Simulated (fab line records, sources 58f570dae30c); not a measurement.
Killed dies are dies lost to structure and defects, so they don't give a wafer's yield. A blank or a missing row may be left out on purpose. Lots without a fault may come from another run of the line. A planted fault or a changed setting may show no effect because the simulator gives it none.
Problem report in the 8D (eight disciplines) form, filled by code | flow berkeley_cmos170 | the parts of the form that need people (team, actions taken, sign-off) are left out

1. THE PROBLEM
M1_AL_RS at UCB170_M1_RS_MEAS_01 reads a mean of 0.0469 ohm/sq on 2 wafers of 2 lots; wafers without a fault read 0.0506 ohm/sq with a standard deviation of 0.0006. That is -6.1 standard deviations from the usual mean.
The step: measures by four-point-probe.
First seen on wafer L359.6, day 10 04:11, on film_metro-04. The record holds 38 wafers of 14 lots with a number at this step. Rule for "out", or "out of limits": more than 4 standard deviations from the usual mean. The other wafers with a number count as sound.

2. WHAT IT IS AND WHAT IT IS NOT
question                    | is                           | is not
which readings at this step | M1_AL_RS                     | -
which lots                  | L359, L363                   | L345, L346, L347, L348, L349, L350, L351, L352, L354, L355, L356, L364
which wafers of those lots  | all that have a number       | -
read on which gauges        | film_metro-03, film_metro-04 | film_metro-01
when                        | from day 10 04:11            | up to then (33 sound wafers); but 3 sound wafers of L364 came after

3. SUSPECTS, AND WHAT RULES EACH OUT
Counting: a tool at a process step up to the reading stays a suspect if it ran every lot that is out and no sound lot after the first of them.
- the gauge at UCB170_M1_RS_MEAS_01: ruled out. The wafers that are out were read on 2 gauges (film_metro-03, film_metro-04).
- pvd_sputter-01 at UCB170_SILICIDE_SPUTTER_01 (material Ti, target thk 30 nm, time 25 s): ruled out as a lasting fault. Sound lots L364 ran on it after its first lot that is out, L359 (day 9 20:58).
- pvd_sputter-03 at UCB170_M1_SPUTTER_00 (material Al, target thk 600 nm, time 80 s): kept. It ran every lot that is out, first L359 (day 10 04:03), and no sound lot after that; its last sound lot up to then is L356 (day 9 16:19).
Left after counting: pvd_sputter-03 at UCB170_M1_SPUTTER_00.

4. THE CAUSE (what the simulator had put in)
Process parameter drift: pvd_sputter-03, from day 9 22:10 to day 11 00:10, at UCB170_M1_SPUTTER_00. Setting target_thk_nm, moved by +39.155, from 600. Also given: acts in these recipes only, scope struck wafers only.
Counting left only this tool.

5. THE CHAIN OF EFFECTS, in route order
Each row: a reading whose mean over the struck wafers that have a number lies more than 3 standard deviations from the usual. Only readings for which the record gives a usual standard deviation are gone through. hours: the time from each lot's start at the first step in this table that gives one to its start at this step, as a median over the lots. sigmas: the change in usual standard deviations.
hours | step                  | reading   | usual         | on struck wafers | change  | sigmas
0     | UCB170_M1_RS_MEAS_01  | M1_AL_RS  | 0.0506 ohm/sq | 0.0469           | -0.0037 | -6.1
4     | UCB170_M1_THK_MEAS_02 | M1_AL_THK | 566 nm        | 610              | +44     | +6.2

6. WHAT WOULD HAVE CAUGHT IT SOONER
In this record the first reading out of limits at a measuring or inspecting step was taken at day 10 04:11, 6 hours after the fault began at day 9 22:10.
Of the tool readings at UCB170_M1_SPUTTER_00 for which the record gives a usual standard deviation, none was out on any struck wafer, so an alarm limit of 4 standard deviations on them would not have fired.
Of the lots that are out (2), L363 began UCB170_M1_SPUTTER_00 on pvd_sputter-03 after day 10 04:11. A hold on the tool at that time would have spared it.
